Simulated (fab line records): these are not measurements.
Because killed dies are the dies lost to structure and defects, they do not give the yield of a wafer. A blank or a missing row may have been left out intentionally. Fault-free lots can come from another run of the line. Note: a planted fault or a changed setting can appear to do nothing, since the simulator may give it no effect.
Problem report in the 8D (eight disciplines) form, filled by code | flow rit_cmos | the parts of the form that need people (team, actions taken, sign-off) are left out

1. THE ISSUE
M1_AL_RS at RIT_M1_RS_MEAS_01 reads a mean of 0.0770 ohm/sq on 1 wafer of 1 lot; wafers without a fault read 0.0734 ohm/sq with a standard deviation of 0.00079. Relative to the usual mean, that is a shift of +4.6 standard deviations.
The step: measures by four-point-probe.
The first sign was on wafer L220.2 at day 7 14:12, on film_metro-03. At this step, 39 wafers from 13 lots have a number in the record. The rule behind "out" and "out of limits": a value lying over 4 standard deviations away from the usual mean. The rest of the wafers with a number are treated as sound.

2. WHAT THIS IS AND IS NOT
question                    | is               | is not
which readings at this step | M1_AL_RS         | -
which lots                  | L220             | L200, L201, L203, L205, L206, L207, L208, L210, L212, L216, L219, L221
which wafers of those lots  | L220.2           | L220.1, L220.4
read on which gauges        | film_metro-03    | film_metro-01, film_metro-02
when                        | from day 7 14:12 | up to then (35 sound wafers); but 3 sound wafers of L221 came after

3. WHAT RULES OUT EACH SUSPECT
Counting: a tool at a process step up to the reading stays a suspect if it ran every lot that is out. Sound lots after the first of them don't rule it out here, since some wafers of a struck lot are sound.
- the gauge at RIT_M1_RS_MEAS_01: kept. All the wafers that are out were read on film_metro-03, and no step on other tools shows them out.
- plasma_asher-02 at RIT_NSD_STRIP_09 (strips in O2, time 180 s): kept. It processed L220, the lot that is out, at day 7 08:05, and its most recent sound lot before then was L219 at day 7 04:41.
- pvd_sputter-04 at RIT_M1_SPUTTER_00 (material Al, target thk 400 nm, time 500 s): kept. It processed L220, the lot that is out, at day 7 13:52, and its most recent sound lot before then was L216 at day 6 17:58.
Left after counting: plasma_asher-02 at RIT_NSD_STRIP_09, pvd_sputter-04 at RIT_M1_SPUTTER_00, film_metro-03 at RIT_M1_RS_MEAS_01.

4. THE CAUSE (what the simulator had put in)
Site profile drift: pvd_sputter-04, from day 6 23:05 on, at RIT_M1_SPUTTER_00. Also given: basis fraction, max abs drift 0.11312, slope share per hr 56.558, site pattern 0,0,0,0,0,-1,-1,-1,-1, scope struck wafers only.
Counting leaves 3 suspects; this tool is one of them.

5. SEQUENCE OF EFFECTS, ordered by route
One row per reading whose mean, taken over the struck wafers that have a number, lies over 3 standard deviations from the usual. Scope: only readings with a usual standard deviation given in the record; hours: median across lots of the time from each lot's start at the first step in this table that gives one to its start at this step; sigmas: change in usual standard deviations.
hours | step              | reading  | usual         | on struck wafers | change  | sigmas
0     | RIT_M1_RS_MEAS_01 | M1_AL_RS | 0.0734 ohm/sq | 0.0770           | +0.0036 | +4.6

6. HOW IT WOULD HAVE BEEN CAUGHT EARLIER
The first out-of-limits reading at a measuring or inspecting step in this record came at day 7 14:12, 15 hours after the fault's start at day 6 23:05.
Of the tool readings at RIT_M1_SPUTTER_00 for which the record gives a usual standard deviation, none was out on any struck wafer, so an alarm limit of 4 standard deviations on them would not have fired.
Lots out: 1; all had begun RIT_M1_SPUTTER_00 on pvd_sputter-04 by day 7 14:12. Holding the tool at that point would not have protected any of them.
